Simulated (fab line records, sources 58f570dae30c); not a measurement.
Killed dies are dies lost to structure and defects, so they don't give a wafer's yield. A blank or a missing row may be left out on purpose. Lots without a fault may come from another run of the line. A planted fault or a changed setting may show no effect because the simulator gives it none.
A struck lot beside a sound one | flow berkeley_cmos170 | 14 steps out of a route of 331
Sound: wafers L490.2, L490.3, L490.4. Struck: wafers L489.2, L489.5, L489.6. The cause comes at the end.
At each step with rows: each side's tool, then ch and its chambers, then its first start. Under that, the readings that differ: sound wafers | struck wafers | difference of the means | sigmas: that difference in standard deviations of wafers without a fault.
alike: readings whose means differ by less than 2 such deviations, and words and numbers that are the same on both sides. not compared: withheld readings, readings that some wafer has no value for, bounds like >300 that may hide the same value, and numbers for which the record gives no deviation and whose values overlap.
The two part at a step that has a row with sigmas, a row that says differs or no value, or rows on one side only. Numbers that don't overlap but have no deviation are shown without sigmas and don't part them. A reading that every wafer of one side lacks parts them only if that side has two wafers or more.

UCB170_ZERO_STRIP_07: strips in O2.
  sound on plasma_asher-01 ch 0,1, day 5 06:58; struck on plasma_asher-04 ch 0,1, day 5 04:39
  alike: drypump_motor_current_A, oes_product_au, strip_time_to_endpoint_s
  not compared: rf_hours_counter_h
then, 2 steps without rows for these wafers: UCB170_NWELL_WET_ETCH_00 (etches SiO2 in dHF, time 200 s); UCB170_NWELL_OXIDATION_01 (target thk 26.4 nm, ox time 1260 s).
UCB170_NWELL_THK_MEAS_02:
  sound on film_metro-02, day 5 09:23; struck on film_metro-01, day 5 09:23
  alike: NWELL_OXIDE_THK
then, 2 steps without rows for these wafers: UCB170_NWELL_ANNEAL_03 (time 900 s); UCB170_NWELL_CVD_04 (deposits Si3N4 from SiH2Cl2/NH3, target thk 224 nm, time 3360 s).
UCB170_NWELL_THK_MEAS_05:
  sound on film_metro-01, day 5 16:31; struck on film_metro-03, day 5 16:31
  reading                | sound             | struck            | difference | sigmas
  NWELL_NITRIDE_THK (nm) | 222.5 222.5 221.4 | 226.5 229.4 227.2 | +5.6       | +2
then, 5 steps without rows for these wafers: UCB170_NWELL_HMDS_06 (prime time 60 s); UCB170_NWELL_COAT_07 (resist thk 900 nm); UCB170_NWELL_SOFTBAKE_08 (time 60 s); UCB170_NWELL_EXPOSE_09 (exposes mask NWELL, target cd 3000 nm); UCB170_NWELL_PEB_10.
UCB170_NWELL_DEVELOP_11: develop time 45 s.
  sound on litho_track-02 ch 0, day 5 18:00; struck on litho_track-02, day 5 18:00
  no value came back on the struck wafers for chill_plate_temp_C (C), develop_time_s (s), resist_line_temp_C (C); on the sound wafers chill_plate_temp_C (C) reads 23.10 23.02 23.11
  reading                                | sound           | struck          | difference | sigmas
  model.KrF_of_NWELL_COAT_07.thk_nm (nm) | 885.7 886.3 884 | 904 902.3 908.6 | +20        |
UCB170_NWELL_OVL_MEAS_12:
  sound on overlay-02, day 5 18:22; struck on overlay-01, day 5 18:39
  reading        | sound  | struck | difference                    | sigmas
  NWELL_OVL (nm) | 0 -2 3 | - - -  | no value on the struck wafers |

WHERE THEY PART
First at UCB170_NWELL_THK_MEAS_05; last, within this record, at UCB170_NWELL_OVL_MEAS_12.

WHY: what the simulator had put in
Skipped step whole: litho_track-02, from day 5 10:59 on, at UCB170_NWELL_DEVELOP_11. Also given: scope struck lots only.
